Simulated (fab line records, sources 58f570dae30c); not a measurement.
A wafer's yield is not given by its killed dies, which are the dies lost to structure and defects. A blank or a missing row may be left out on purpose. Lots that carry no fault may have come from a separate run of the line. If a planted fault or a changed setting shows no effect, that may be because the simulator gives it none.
fab line records    flow berkeleyCmos170    part 1 of 2: steps 1 to 31 of 42
record lots=5  wafers=15  lastDay=12
route steps=331 shown M2@276 V2@292 M3@309
lots that met no fault: from a run of the same line without faults
startH: hours from the record's opening day to when the first of the lot's shown wafers began    waitH: hours from the lot's prior step to this one    " repeats the value in the row above    L1.1+2: a row that stands for several wafers    - either no value or no given start    * or withheld: withheld    < > ~ a bound
route shown NAME@n: NAME is a module with steps in the file, n the number in the route of the first one    usual: mean/standard deviation taken from wafers without a fault    same: alike in all rows    chamber/n: place in a boat    sites: per-site readings    _std_site: standard deviation across them    _edge_site: the outer-site mean with the inner-site mean subtracted    radiusMm: for every site, how far away it sits from the centre of the wafer    mask NAME#n: copy n    behind: the last tool/chamber to shape the wafer    hold: reason for holding the lot/hours on hold/outcome of the hold    device: the n, p or np transistor that did not switch    end of line: tests run on the same wafers once the route is complete    a step without rows: its recipe alone    killed: the dies lost at the first sort to structure and to defects; this is not the yield of the wafer    map: per-die view of a wafer (x killed, . not killed, _ where there is no die)
set.NAME: the setting as run; set.NAME@STEP: as run at that earlier step    model.NAME: the simulator's own value behind a step, which no gauge read
lots at some steps of the route; a table a step, a row a wafer
services: from which hour (startH, from the record's first day; less than 0 if before it) a tool's chamber was out of use, for how many hours, and why
## steps
# step UCB170_M2_COAT_05
# recipe resist=KrF  spinRpm=1500  resistThkNm=900
lot.wafer   tool           chamber  startH  waitH
L075.1+2+4  lithoTrack-04  0        188.73  0.1
L079.2+4+5  lithoTrack-03  0        208.80  0.1
L083.3+4+6  lithoTrack-04  0        221.59  0.1
L089.2+3+4  lithoTrack-04  0        249.51  0.1
L094.1+2+5  lithoTrack-03  0        274.58  0.1
# step UCB170_M2_SOFTBAKE_06
# recipe resist=KrF  tempC=130  timeS=60
lot.wafer   tool           chamber  startH  waitH
L075.1+2+4  lithoTrack-04  0        188.88  0.1
L079.2+4+5  lithoTrack-03  0        208.95  0.1
L083.3+4+6  lithoTrack-04  0        221.74  0.1
L089.2+3+4  lithoTrack-04  0        249.66  0.1
L094.1+2+5  lithoTrack-03  0        274.73  0.1
# step UCB170_M2_STRIP_07
# recipe chemistry=O2  powerW=400  pressureMtorr=3500  platenTempC=withheld  o2FlowSccm=400  overashFraction=0.5
# usual drypumpMotorCurrentA=5.9/0.43  oesProductAu=0.735/0.0047  stripTimeToEndpointS=21.95/0.075
lot.wafer  tool            chamber  startH  waitH  drypumpMotorCurrentA  oesProductAu  rfHoursCounterH  stripTimeToEndpointS
L075.1     plasmaAsher-02  0        189.03  0.1    5.6                   0.734         41               22.03
L075.2     "               1        "       "      6.7                   0.735         41               22.03
L075.4     "               1        "       "      6.7                   0.745         -                22.01
L079.2     plasmaAsher-04  0        209.08  0.1    6.1                   0.737         50               21.84
L079.4     "               1        "       "      5.3                   0.733         -                21.81
L079.5     "               0        "       "      6.1                   0.733         -                21.84
L083.3     plasmaAsher-03  1        221.87  0.1    5.7                   0.735         -                21.95
L083.4     "               0        "       "      5.9                   0.741         -                21.92
L083.6     "               0        "       "      5.9                   0.734         -                21.88
L089.2     plasmaAsher-02  0        249.78  0.1    5.6                   0.727         47               21.91
L089.3     "               1        "       "      6.7                   0.737         -                21.97
L089.4     "               0        "       "      5.6                   0.736         -                21.96
L094.1     plasmaAsher-02  1        274.88  0.1    6.6                   0.737         50               21.94
L094.2     "               0        "       "      5.6                   0.736         50               21.89
L094.5     "               0        "       "      5.7                   0.729         -                21.95
# step UCB170_M2_STRIP_08
# recipe chemistry=DMSO  tempC=80  timeS=600  material=KrF
# usual bathHeatDutyPct=17.2/1.9
lot.wafer  tool         chamber  startH  waitH  bathHeatDutyPct
L075.1     wetBench-01  3        189.13  0.1    18.3
L075.2     "            3        "       "      18.0
L075.4     "            3        "       "      17.4
L079.2     wetBench-04  0        209.85  0.7    15.5
L079.4     "            0        "       "      15.4
L079.5     "            0        "       "      15.1
L083.3     wetBench-04  2        221.94  0.0    18.6
L083.4     "            2        "       "      19.7
L083.6     "            2        "       "      20.4
L089.2     wetBench-04  0        249.88  0.1    12.5
L089.3     "            0        "       "      14.3
L089.4     "            0        "       "      16.9
L094.1     wetBench-04  3        274.98  0.1    17.5
L094.2     "            3        "       "      18.8
L094.5     "            3        "       "      18.9
# step UCB170_M2_COAT_09
# recipe resist=BARC  tempC=withheld  timeS=withheld  spinRpm=3000  resistThkNm=withheld
lot.wafer   tool           chamber  startH  waitH
L075.1+2+4  lithoTrack-04  0        189.58  0.2
L079.2+4+5  lithoTrack-03  0        210.11  0.1
L083.3+4+6  lithoTrack-02  0        222.18  0.1
L089.2+3+4  lithoTrack-04  0        250.26  0.2
L094.1+2+5  lithoTrack-02  0        275.20  0.0
# step UCB170_M2_COAT_10
# recipe resist=KrF  spinRpm=1500  resistThkNm=900
lot.wafer   tool           chamber  startH  waitH
L075.1+2+4  lithoTrack-04  0        -       -
L079.2+4+5  lithoTrack-03  0        -       -
L083.3+4+6  lithoTrack-02  0        -       -
L089.2+3+4  lithoTrack-04  0        -       -
L094.1+2+5  lithoTrack-02  0        -       -
# step UCB170_M2_SOFTBAKE_11
# recipe resist=KrF  tempC=130  timeS=60
lot.wafer   tool           chamber  startH  waitH
L075.1+2+4  lithoTrack-04  0        -       -
L079.2+4+5  lithoTrack-03  0        -       -
L083.3+4+6  lithoTrack-02  0        -       -
L089.2+3+4  lithoTrack-04  0        -       -
L094.1+2+5  lithoTrack-02  0        -       -
# step UCB170_M2_EXPOSE_12
# recipe maskId=METAL2  targetCdNm=700  na=0.5  sigmaOuter=0.6  sourceShape=conventional  doseMj=26
lot.wafer   tool           chamber  startH  waitH  mask
L075.1+2+4  krfScanner-02  0        190.03  -      METAL2#0
L079.2+4+5  krfScanner-02  0        210.68  -      METAL2#0
L083.3+4+6  krfScanner-02  0        222.69  -      METAL2#0
L089.2+3+4  krfScanner-02  0        250.83  -      METAL2#0
L094.1+2+5  krfScanner-01  0        275.65  -      METAL2#0
# step UCB170_M2_PEB_13
# recipe pebTempC=130  pebTimeS=withheld  resist=KrF
lot.wafer   tool           chamber  startH  waitH
L075.1+2+4  lithoTrack-04  0        190.93  0.9
L079.2+4+5  lithoTrack-04  0        210.91  0.2
L083.3+4+6  lithoTrack-02  0        222.90  0.2
L089.2+3+4  lithoTrack-04  0        251.43  0.6
L094.1+2+5  lithoTrack-04  0        275.89  0.2
# step UCB170_M2_DEVELOP_14
# recipe developer=TMAH  developTimeS=45  resist=KrF  devTempC=21
# same developTimeS=45
lot.wafer   tool           chamber  startH  waitH
L075.1+2+4  lithoTrack-04  0        -       -
L079.2+4+5  lithoTrack-04  0        -       -
L083.3+4+6  lithoTrack-02  0        -       -
L089.2+3+4  lithoTrack-04  0        -       -
L094.1+2+5  lithoTrack-04  0        -       -
# step UCB170_M2_CD_MEAS_15
# recipe targetCdNm=700
# usual cdNm=699.5/1.2
lot.wafer  tool      chamber  startH  waitH  cdNm
L075.1     cdSem-02  -        191.20  -      700.1
L075.2     "         -        "       "      698.3
L075.4     "         -        "       "      700.0
L079.2     cdSem-01  -        211.18  -      699.8
L079.4     "         -        "       "      701.2
L079.5     "         -        "       "      701.4
L083.3     cdSem-02  -        223.17  -      699.2
L083.4     "         -        "       "      699.4
L083.6     "         -        "       "      698.9
L089.2     cdSem-01  -        251.70  -      699.4
L089.3     "         -        "       "      698.5
L089.4     "         -        "       "      699.0
L094.1     cdSem-02  -        276.16  -      699.2
L094.2     "         -        "       "      699.1
L094.5     "         -        "       "      699.5
# step UCB170_M2_OVL_MEAS_16
# usual M2_OVL=1/5.1
lot.wafer  tool        chamber  startH  waitH  M2_OVL[nm]
L075.1     overlay-02  -        191.32  0.1    -2
L075.2     "           -        "       "      4
L075.4     "           -        "       "      -1
L079.2     overlay-01  -        211.29  0.1    1
L079.4     "           -        "       "      2
L079.5     "           -        "       "      -4
L083.3     overlay-01  -        223.26  0.1    4
L083.4     "           -        "       "      -5
L083.6     "           -        "       "      3
L089.2     overlay-02  -        251.81  0.1    8
L089.3     "           -        "       "      -3
L089.4     "           -        "       "      9
L094.1     overlay-01  -        276.28  0.1    4
L094.2     "           -        "       "      -1
L094.5     "           -        "       "      1
# step UCB170_M2_ETCH_17
# recipe chemistry=N2/H2  targetDepthA=withheld  overetchA=withheld  target=BARC  timeS=withheld  sourceW=500  biasW=100  pressureMtorr=30  n2FlowSccm=100  h2FlowSccm=200
# usual drypumpMotorCurrentA=5.62/0.26  oesProductAu=1.016/0.022  throttleValvePct=13.28/0.12
lot.wafer  tool        chamber  startH  waitH  drypumpMotorCurrentA  oesProductAu  throttleValvePct
L075.1     rieDiel-01  3        191.36  0.0    5.52                  1.023         13.34
L075.2     "           0        "       "      5.71                  0.970         13.50
L075.4     "           2        "       "      5.61                  0.994         13.15
L079.2     rieDiel-04  0        211.32  0.0    5.96                  1.015         13.26
L079.4     "           1        "       "      5.95                  1.036         13.35
L079.5     "           2        "       "      6.08                  1.036         13.36
L083.3     rieDiel-01  3        223.31  0.0    5.49                  1.032         13.33
L083.4     "           1        "       "      5.67                  1.009         13.17
L083.6     "           1        "       "      5.65                  1.004         13.17
L089.2     rieDiel-01  3        251.84  0.0    5.53                  1.029         13.33
L089.3     "           2        "       "      5.55                  0.984         13.13
L089.4     "           0        "       "      5.73                  0.981         13.50
L094.1     rieDiel-01  1        276.32  0.0    5.69                  1.003         13.17
L094.2     "           3        "       "      5.49                  1.015         13.32
L094.5     "           3        "       "      5.47                  1.029         13.33
# step UCB170_M2_METAL_ETCH_18
# recipe chemistry=Cl2/BCl3  target=Al  stopOn=SiO2  pressureMtorr=12  targetDepthA=11700  overEtchFrac=0.3  timeS=195  icpW=600  biasW=120  Cl2_flow_sccm=90  bcl3FlowSccm=45
# usual drypumpMotorCurrentA=5.80/0.28  oesProductAu=0.847/0.01  throttleValvePct=24.43/0.29
lot.wafer  tool         chamber  startH  waitH  drypumpMotorCurrentA  oesProductAu  rfHoursCounterH  throttleValvePct
L075.1     rieMetal-04  1        191.40  -      6.24                  0.850         7                24.51
L075.2     "            0        "       "      6.09                  0.837         2                23.91
L075.4     "            0        "       "      6.07                  0.841         -                23.88
L079.2     rieMetal-01  0        211.36  -      5.96                  0.861         14               24.98
L079.4     "            1        "       "      5.57                  0.851         -                24.41
L079.5     "            0        "       "      6.00                  0.850         -                24.97
L083.3     rieMetal-01  1        223.47  -      5.55                  0.840         -                24.40
L083.4     "            1        "       "      5.61                  0.850         -                24.41
L083.6     "            1        "       "      5.60                  0.839         -                24.43
L089.2     rieMetal-04  0        251.88  -      6.06                  0.826         4                23.89
L089.3     "            1        "       "      6.23                  0.849         -                24.50
L089.4     "            0        "       "      6.08                  0.829         -                23.89
L094.1     rieMetal-02  1        276.36  -      5.63                  0.842         5                24.33
L094.2     "            0        "       "      5.45                  0.863         11               24.46
L094.5     "            0        "       "      5.47                  0.860         -                24.45
# step UCB170_M2_STRIP_19
# recipe chemistry=O2  powerW=400  pressureMtorr=3500  platenTempC=withheld  o2FlowSccm=400  overashFraction=0.5
# usual drypumpMotorCurrentA=5.9/0.4  oesProductAu=0.540/0.017
lot.wafer  tool            chamber  startH  waitH  drypumpMotorCurrentA  oesProductAu  rfHoursCounterH
L075.1     plasmaAsher-04  1        191.59  0.1    5.3                   0.532         48
L075.2     "               0        "       "      6.1                   0.521         48
L075.4     "               1        "       "      5.3                   0.518         -
L079.2     plasmaAsher-04  1        211.55  0.1    5.4                   0.543         50
L079.4     "               1        "       "      5.3                   0.557         -
L079.5     "               1        "       "      5.3                   0.550         -
L083.3     plasmaAsher-03  1        223.76  0.2    5.7                   0.528         -
L083.4     "               0        "       "      6.0                   0.539         -
L083.6     "               1        "       "      5.7                   0.539         -
L089.2     plasmaAsher-04  0        252.07  0.1    6.2                   0.504         55
L089.3     "               1        "       "      5.4                   0.519         -
L089.4     "               0        "       "      6.1                   0.503         -
L094.1     plasmaAsher-04  0        276.55  0.1    6.1                   0.560         57
L094.2     "               1        "       "      5.4                   0.539         57
L094.5     "               0        "       "      6.1                   0.546         -
# step UCB170_M2_CD_MEAS_90
# recipe targetCdNm=700
# usual cdNm=701/4
lot.wafer  tool      chamber  startH  waitH  cdNm
L075.1     cdSem-01  -        191.69  0.1    698
L075.2     "         -        "       "      688
L075.4     "         -        "       "      691
L079.2     cdSem-01  -        211.67  0.1    700
L079.4     "         -        "       "      706
L079.5     "         -        "       "      702
L083.3     cdSem-01  -        223.86  0.1    701
L083.4     "         -        "       "      701
L083.6     "         -        "       "      701
L089.2     cdSem-02  -        252.19  0.1    695
L089.3     "         -        "       "      697
L089.4     "         -        "       "      694
L094.1     cdSem-01  -        276.65  0.1    702
L094.2     "         -        "       "      700
L094.5     "         -        "       "      701
# step UCB170_V2_CVD_00
# recipe material=SiO2  targetThkNm=2000  tempC=390  precursor=TEOS/O2  timeS=250  rfW=550  pressureMtorr=9000
# usual heaterPowerW=250/65
lot.wafer  tool      chamber  startH  waitH  heaterPowerW
L075.1     pecvd-03  2        191.81  0.1    234
L075.2     "         1        "       "      184
L075.4     "         0        "       "      133
L079.2     pecvd-02  1        211.77  0.1    326
L079.4     "         0        "       "      240
L079.5     "         1        "       "      346
L083.3     pecvd-04  2        223.94  0.1    319
L083.4     "         1        "       "      318
L083.6     "         2        "       "      270
L089.2     pecvd-02  0        252.29  0.1    201
L089.3     "         2        "       "      371
L089.4     "         1        "       "      256
L094.1     pecvd-03  2        276.77  0.1    244
L094.2     "         0        "       "      137
L094.5     "         0        "       "      188
# step UCB170_V2_THK_MEAS_01
# recipe reads=SiO2_of_V2_CVD_00
# usual V2_TEOS_THK=2000/27
lot.wafer  tool          chamber  startH  waitH  V2_TEOS_THK[nm]
L075.1     filmMetro-01  -        191.96  0.1    1986
L075.2     "             -        "       "      1976
L075.4     "             -        "       "      2026
L079.2     filmMetro-01  -        212.01  0.2    1921
L079.4     "             -        "       "      2002
L079.5     "             -        "       "      1984
L083.3     filmMetro-01  -        224.12  0.1    2031
L083.4     "             -        "       "      2022
L083.6     "             -        "       "      2050
L089.2     filmMetro-03  -        252.46  0.1    1967
L089.3     "             -        "       "      1985
L089.4     "             -        "       "      1983
L094.1     filmMetro-03  -        276.93  0.1    1975
L094.2     "             -        "       "      1972
L094.5     "             -        "       "      2001
# step UCB170_V2_CMP_02
# recipe material=SiO2  downForcePsi=6  platenRpm=60  padVelocityMS=0.75398
# usual motorCurrentA=16.0/1.6
lot.wafer  tool    chamber  startH  waitH  motorCurrentA
L075.4     cmp-01  1        192.02  0.0    12.4
L075.1     "       3        "       "      16.1
L075.2     "       0        "       "      16.3
L079.2     cmp-01  0        212.06  0.0    15.9
L079.4     "       1        "       "      12.2
L079.5     "       1        "       "      12.7
L083.3     cmp-02  0        224.16  0.0    17.0
L083.4     "       2        "       "      17.2
L083.6     "       1        "       "      16.4
L089.4     cmp-01  2        252.51  0.0    16.0
L089.2     "       3        "       "      16.5
L089.3     "       0        "       "      16.3
L094.1     cmp-02  2        277.09  0.1    16.6
L094.2     "       3        "       "      15.1
L094.5     "       1        "       "      16.9
# step UCB170_V2_BOW_MEAS_03
# recipe mode=bow
# usual V2_BOW=37/7.3
lot.wafer  tool          chamber  startH  waitH  V2_BOW[um]
L075.1     filmMetro-03  -        192.32  0.1    38
L075.2     "             -        "       "      44
L075.4     "             -        "       "      31
L079.2     filmMetro-01  -        212.38  0.3    54
L079.4     "             -        "       "      39
L079.5     "             -        "       "      23
L083.3     filmMetro-03  -        224.50  0.3    28
L083.4     "             -        "       "      37
L083.6     "             -        "       "      30
L089.2     filmMetro-03  -        252.83  0.2    32
L089.3     "             -        "       "      35
L089.4     "             -        "       "      36
L094.1     filmMetro-02  -        277.29  0.1    43
L094.2     "             -        "       "      37
L094.5     "             -        "       "      34
# step UCB170_V2_THK_MEAS_04
# recipe reads=SiO2_of_V2_CVD_00
# usual V2_POLISHED_THK=999.5/1.2
lot.wafer  tool          chamber  startH  waitH  V2_POLISHED_THK[nm]
L075.1     filmMetro-03  -        192.44  0.1    997.6
L075.2     "             -        "       "      998.0
L075.4     "             -        "       "      997.9
L079.2     filmMetro-01  -        212.49  0.1    999.4
L079.4     "             -        "       "      997.6
L079.5     "             -        "       "      999.7
L083.3     filmMetro-03  -        224.60  0.1    999.4
L083.4     "             -        "       "      998.3
L083.6     "             -        "       "      999.2
L089.2     filmMetro-03  -        252.94  0.1    997.7
L089.3     "             -        "       "      999.6
L089.4     "             -        "       "      999.5
L094.1     filmMetro-02  -        277.41  0.1    1001.6
L094.2     "             -        "       "      999.7
L094.5     "             -        "       "      999.2
# step UCB170_V2_CLEAN_05
# recipe chemistry=DIW
lot.wafer   tool         chamber  startH  waitH
L075.1+2+4  wetBench-03  0        192.50  0.1
L079.2+4+5  wetBench-04  1        212.54  0.0
L083.3+4+6  wetBench-04  0        224.64  0.0
L089.2+3+4  wetBench-02  1        252.99  0.0
L094.1+2+5  wetBench-03  2        277.47  0.1
# step UCB170_V2_HMDS_06
# recipe primeTimeS=60  primeTempC=100
lot.wafer   tool           chamber  startH  waitH
L075.1+2+4  lithoTrack-02  0        192.68  0.0
L079.2+4+5  lithoTrack-01  0        213.54  0.8
L083.3+4+6  lithoTrack-03  0        224.86  0.1
L089.2+3+4  lithoTrack-02  0        253.49  0.3
L094.1+2+5  lithoTrack-02  0        277.79  0.2
# step UCB170_V2_COAT_07
# recipe resist=KrF  spinRpm=1500  resistThkNm=900
lot.wafer   tool           chamber  startH  waitH
L075.1+2+4  lithoTrack-02  0        192.83  0.1
L079.2+4+5  lithoTrack-01  0        213.69  0.1
L083.3+4+6  lithoTrack-03  0        225.01  0.1
L089.2+3+4  lithoTrack-02  0        253.64  0.1
L094.1+2+5  lithoTrack-02  0        277.94  0.1
# step UCB170_V2_SOFTBAKE_08
# recipe resist=KrF  tempC=130  timeS=60
lot.wafer   tool           chamber  startH  waitH
L075.1+2+4  lithoTrack-02  0        192.98  0.1
L079.2+4+5  lithoTrack-01  0        213.84  0.1
L083.3+4+6  lithoTrack-03  0        225.16  0.1
L089.2+3+4  lithoTrack-02  0        253.79  0.1
L094.1+2+5  lithoTrack-02  0        278.09  0.1
# step UCB170_V2_EXPOSE_09
# recipe maskId=VIA2  targetCdNm=700  na=0.5  sigmaOuter=0.6  sourceShape=conventional  doseMj=37
lot.wafer   tool           chamber  startH  waitH  mask
L075.1+2+4  krfScanner-01  0        193.13  0.1    VIA2#0
L079.2+4+5  krfScanner-01  0        214.11  0.2    VIA2#0
L083.3+4+6  krfScanner-01  0        225.43  0.2    VIA2#0
L089.2+3+4  krfScanner-02  0        254.06  0.2    VIA2#0
L094.1+2+5  krfScanner-02  0        278.37  0.2    VIA2#0
# step UCB170_V2_PEB_10
# recipe pebTempC=129.4  pebTimeS=withheld  resist=KrF
lot.wafer   tool           chamber  startH  waitH
L075.1+2+4  lithoTrack-01  0        193.24  0.1
L079.2+4+5  lithoTrack-03  0        215.08  0.9
L083.3+4+6  lithoTrack-02  0        225.86  0.4
L089.2+3+4  lithoTrack-02  0        254.22  0.1
L094.1+2+5  lithoTrack-02  0        278.52  0.1
# step UCB170_V2_DEVELOP_11
# recipe developer=TMAH  developTimeS=45  resist=KrF  devTempC=21
# same developTimeS=45
lot.wafer   tool           chamber  startH  waitH
L075.1+2+4  lithoTrack-01  0        -       -
L079.2+4+5  lithoTrack-03  0        -       -
L083.3+4+6  lithoTrack-02  0        -       -
L089.2+3+4  lithoTrack-02  0        -       -
L094.1+2+5  lithoTrack-02  0        -       -
# step UCB170_V2_CD_MEAS_12
# recipe targetCdNm=700
# usual cdNm=700.2/1.2
lot.wafer  tool      chamber  startH  waitH  cdNm
L075.1     cdSem-01  -        193.52  -      700.8
L075.2     "         -        "       "      699.9
L075.4     "         -        "       "      700.6
L079.2     cdSem-02  -        215.35  -      701.8
L079.4     "         -        "       "      702.0
L079.5     "         -        "       "      700.4
L083.3     cdSem-01  -        226.13  -      699.2
L083.4     "         -        "       "      699.8
L083.6     "         -        "       "      698.9
L089.2     cdSem-01  -        254.49  -      700.0
L089.3     "         -        "       "      700.2
L089.4     "         -        "       "      700.7
L094.1     cdSem-01  -        278.79  -      701.6
L094.2     "         -        "       "      699.5
L094.5     "         -        "       "      699.8
# step UCB170_V2_OVL_MEAS_13
# usual V2_OVL=1/5.1
lot.wafer  tool        chamber  startH  waitH  V2_OVL[nm]
L075.1     overlay-01  -        193.64  0.1    7
L075.2     "           -        "       "      10
L075.4     "           -        "       "      9
L079.2     overlay-01  -        215.45  0.1    -5
L079.4     "           -        "       "      -1
L079.5     "           -        "       "      -2
L083.3     overlay-02  -        226.22  0.1    -3
L083.4     "           -        "       "      -3
L083.6     "           -        "       "      0
L089.2     overlay-02  -        254.59  0.1    -6
L089.3     "           -        "       "      0
L089.4     "           -        "       "      -1
L094.1     overlay-01  -        278.91  0.1    12
L094.2     "           -        "       "      2
L094.5     "           -        "       "      9
# step UCB170_V2_ETCH_14
# recipe chemistry=CHF3/CF4/Ar  target=SiO2  stopOn=Al  CHF3_flow_sccm=45  cf4FlowSccm=15  Ar_flow_sccm=150  pressureMtorr=200  rfW=700  targetDepthA=12500  overEtchFrac=0.25  timeS=291
# usual drypumpMotorCurrentA=5.7/0.38  oesProductAu=0.875/0.02  throttleValvePct=6.96/0.1
lot.wafer  tool        chamber  startH  waitH  drypumpMotorCurrentA  oesProductAu  rfHoursCounterH  throttleValvePct
L075.1     rieDiel-03  1        193.67  0.0    5.0                   0.895         45               6.95
L075.2     "           3        "       "      5.9                   0.901         11               6.80
L075.4     "           0        "       "      5.6                   0.847         84               6.94
L079.2     rieDiel-03  3        215.48  0.0    5.9                   0.891         12               6.80
L079.4     "           2        "       "      5.5                   0.896         8                6.97
L079.5     "           2        "       "      5.5                   0.903         -                6.99
L083.3     rieDiel-02  3        226.24  0.0    5.7                   0.852         99               6.96
L083.4     "           1        "       "      6.5                   0.867         18               6.94
L083.6     "           1        "       "      6.5                   0.865         -                6.95
L089.2     rieDiel-03  0        254.62  0.0    5.6                   0.857         88               6.92
L089.3     "           1        "       "      5.0                   0.900         48               6.94
L089.4     "           1        "       "      5.0                   0.895         -                6.94
L094.1     rieDiel-02  3        278.95  0.0    5.7                   0.857         101              6.97
L094.2     "           2        "       "      5.7                   0.867         89               7.06
L094.5     "           3        "       "      5.7                   0.856         -                6.98
